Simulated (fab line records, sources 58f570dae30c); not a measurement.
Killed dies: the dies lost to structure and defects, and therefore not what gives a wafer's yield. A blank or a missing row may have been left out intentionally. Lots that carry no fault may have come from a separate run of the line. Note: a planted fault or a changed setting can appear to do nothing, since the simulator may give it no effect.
Comparing a struck lot with a sound one :: flow berkeley_cmos170 :: 17 steps out of a route of 331
Sound: these wafers, L435.1, L435.3, L435.5. Struck: wafer L437.3. (L437.2, L437.5 of the same lot were not struck and are left out.) The cause comes at the end.
Each step with rows lists, per side, the tool, then ch with its chambers, then its first start. Under that, the readings that differ: sound wafers :: struck wafers :: difference of the means :: sigmas: that difference in standard deviations of wafers without a fault.
alike: readings whose means differ by less than 2 such deviations, and words and numbers that are the same on both sides. not compared: withheld readings, readings that some wafer has no value for, bounds like >300 that may hide the same value, and numbers for which the record gives no deviation and whose values overlap.
A row with sigmas, a row that says differs or no value, or rows on one side alone: a step with any of these is where the two part. Numbers that have no deviation but don't overlap get no sigmas and don't part them. A reading that every wafer of one side lacks parts them only if that side has two wafers or more.

first, 3 steps without rows for these wafers: UCB170_BACKSIDE_HMDS_00 (prime time 60 s); UCB170_BACKSIDE_COAT_01 (resist thk 900 nm); UCB170_BACKSIDE_SOFTBAKE_02 (time 60 s).
UCB170_BACKSIDE_STRIP_03: strips in O2.
  sound on plasma_asher-02 ch 0, day 7 09:55; struck on plasma_asher-04 ch 0, day 8 10:11
  alike: drypump_motor_current_A, oes_product_au, strip_time_to_endpoint_s
  not compared: rf_hours_counter_h
then, 1 step without rows for these wafers: UCB170_BACKSIDE_CLEAN_04 (cleans in SPM, time 600 s).
UCB170_SDANNEAL_RTA_00: time 10 s.
  sound on rtp_anneal-01 ch 0, day 7 10:13; struck on rtp_anneal-01 ch 0, day 8 10:32
  alike: anneal_temp_c_max, lamp_power_pct, wafer_temp_C_max
UCB170_SDANNEAL_RTA_01: time 5 s.
  sound on rtp_anneal-01 ch 0, day 7 10:17; struck on rtp_anneal-01 ch 0, day 8 10:36
  alike: anneal_temp_c_max, lamp_power_pct, wafer_temp_C_max
UCB170_SDANNEAL_RS_MEAS_02: a four-point-probe measurement.
  struck on film_metro-03, day 8 10:40; sound on film_metro-03, day 7 10:20
reading: PSD_RS (ohm/sq)
sound: 75.8 75.8 75.7
struck: 75.0
difference: -0.8
sigmas: -2
UCB170_SDANNEAL_RS_MEAS_03: a four-point-probe measurement.
  struck on film_metro-03, day 8 10:47; sound on film_metro-03, day 7 10:28
  alike: NSD_RS
UCB170_SDANNEAL_RS_MEAS_04: a four-point-probe measurement.
  struck on film_metro-03, day 8 10:55; sound on film_metro-03, day 7 10:35
  alike: PLDD_RS
UCB170_SDANNEAL_RS_MEAS_05: a four-point-probe measurement.
  struck on film_metro-03, day 8 11:02; sound on film_metro-03, day 7 10:42
  alike: NLDD_RS
then, 1 step without rows for these wafers: UCB170_SILICIDE_PRE_CLEAN_00 (preclean etch time 60 s).
UCB170_SILICIDE_SPUTTER_01: material Ti, target thk 30 nm, time 25 s.
  struck on pvd_sputter-02, day 8 11:12; sound on pvd_sputter-01, day 7 10:53
reading: model.Ti_of_SILICIDE_SPUTTER_01.thk_nm (nm)
sound: 29.98 29.6 30.11
struck: 25.18
difference: -4.72
sigmas: 
  alike: throttle_valve_pct
UCB170_SILICIDE_RS_MEAS_02: a four-point-probe measurement.
  struck on film_metro-03, day 8 11:32; sound on film_metro-01, day 7 10:56
reading: SILICIDE_TI_RS (ohm/sq)
sound: 26.2 26.6 26.0
struck: 32.6
difference: +6.3
sigmas: +16
  not compared: hold
UCB170_SILICIDE_THK_MEAS_03: measures by xrf.
  struck on film_metro-03, day 8 13:19; sound on film_metro-01, day 7 11:04
reading: SILICIDE_TI_THK (nm)
sound: 30.2 29.7 30.2
struck: 25.2
difference: -4.8
sigmas: -12
  not compared: hold
UCB170_SILICIDE_RTA_04: time 15 s.
  sound on rtp_anneal-01 ch 0, day 7 11:07; struck on rtp_anneal-01 ch 0, day 8 18:59
reading: hold
sound: - - -
struck: await_dispo/5.6h/release
difference: no value on the sound wafers
sigmas: 
  alike: anneal_temp_c_max, lamp_power_pct, wafer_temp_C_max
UCB170_M3_PROBE_99:
  record: rows for the struck wafers here (prober-01, day 9 21:29), none for the sound ones

WHERE THEY PART
At UCB170_SDANNEAL_RS_MEAS_02 first; at UCB170_M3_PROBE_99 last (within this record only).

WHY: what the simulator had put in
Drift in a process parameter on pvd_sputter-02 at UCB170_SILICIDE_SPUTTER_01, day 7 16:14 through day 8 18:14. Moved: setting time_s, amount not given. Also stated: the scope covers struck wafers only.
